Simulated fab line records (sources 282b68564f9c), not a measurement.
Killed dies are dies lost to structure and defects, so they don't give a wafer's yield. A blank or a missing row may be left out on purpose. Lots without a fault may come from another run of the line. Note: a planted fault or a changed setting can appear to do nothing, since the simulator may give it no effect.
Problem report, 8D (eight disciplines) form, completed by code :: flow rit_cmos :: the parts of the form that need people (team, actions taken, sign-off) are left out

1. THE ISSUE
At RIT_GATE_ETCH_19, oes_product_au averages 0.951 a.u. over 9 wafers from 3 lots, while fault-free wafers read 0.845 a.u., standard deviation 0.011. That puts it +9.6 standard deviations away from the usual mean.
The step: etches poly-Si in SF6/CHF3/O2, stops on SiO2, time 172.7 s, target depth 312.5 nm.
Earliest sighting: wafer L888.1 on rie_si-02 at day 4 11:29. At this step, 42 wafers from 14 lots have a number in the record. The rule behind "out" and "out of limits": a value lying over 4 standard deviations away from the usual mean. The other wafers with a number count as sound.

2. WHAT IT IS AND WHAT IT IS NOT
question: which readings at this step
is: oes_product_au
is not: drypump_motor_current_A

question: which lots
is: L888, L890, L892
is not: L880, L881, L882, L883, L884, L885, L895, L897, L899, L901, L903

question: which wafers of those lots
is: all that have a number
is not: -

question: read on which tools
is: rie_si-02
is not: rie_si-01

question: when
is: from day 4 11:29
is not: up to then (18 sound wafers); but 15 sound wafers of L895, L897, L899, L901, L903 came after

3. WHAT RULES OUT EACH SUSPECT
Counting: a tool stays on the suspect list if, at a process step up to the reading, it processed all lots that are out and no sound lot following the first of them.
- rie_si-02 at RIT_GATE_ETCH_19 (etches poly-Si in SF6/CHF3/O2, stops on SiO2, time 172.7 s, target depth 312.5 nm): kept. All lots that are out passed through it, beginning with L888 at day 4 11:29, and no sound lot followed; its final sound lot before that point was L884 at day 3 12:26. Its own readings are out on those wafers: oes_product_au.
Remaining after the count: rie_si-02 at RIT_GATE_ETCH_19.

4. THE CAUSE (what the simulator had put in)
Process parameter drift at RIT_GATE_ETCH_19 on rie_si-02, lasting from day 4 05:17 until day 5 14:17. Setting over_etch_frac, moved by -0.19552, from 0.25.
After counting, this tool was the only one left.

5. THE EFFECT CHAIN, in route order
Rows list readings where the struck wafers' mean (over those with a number) sits beyond 3 standard deviations from the usual. Readings are gone through only where the record gives a usual standard deviation; hours: the median, over the lots, of the time from a lot's start at the first step in this table giving one to that lot's start at this step; sigmas: the change measured in usual standard deviations.
hours: 0
step: RIT_GATE_ETCH_19
reading: oes_product_au
usual: 0.845 a.u.
on struck wafers: 0.951
change: +0.106
sigmas: +9.6
The process steps in it:
- RIT_GATE_ETCH_19: etches poly-Si in SF6/CHF3/O2, stops on SiO2, time 172.7 s, target depth 312.5 nm.
At these later measuring or inspecting steps, every struck wafer for which the step has a row has a number for every such reading, and none has moved that far: RIT_PLDD_OVL_MEAS_06.

6. WHAT WOULD HAVE CAUGHT IT SOONER
In this record no reading fell out of limits until day 4 11:29, 6 hours after the fault had begun at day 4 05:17.
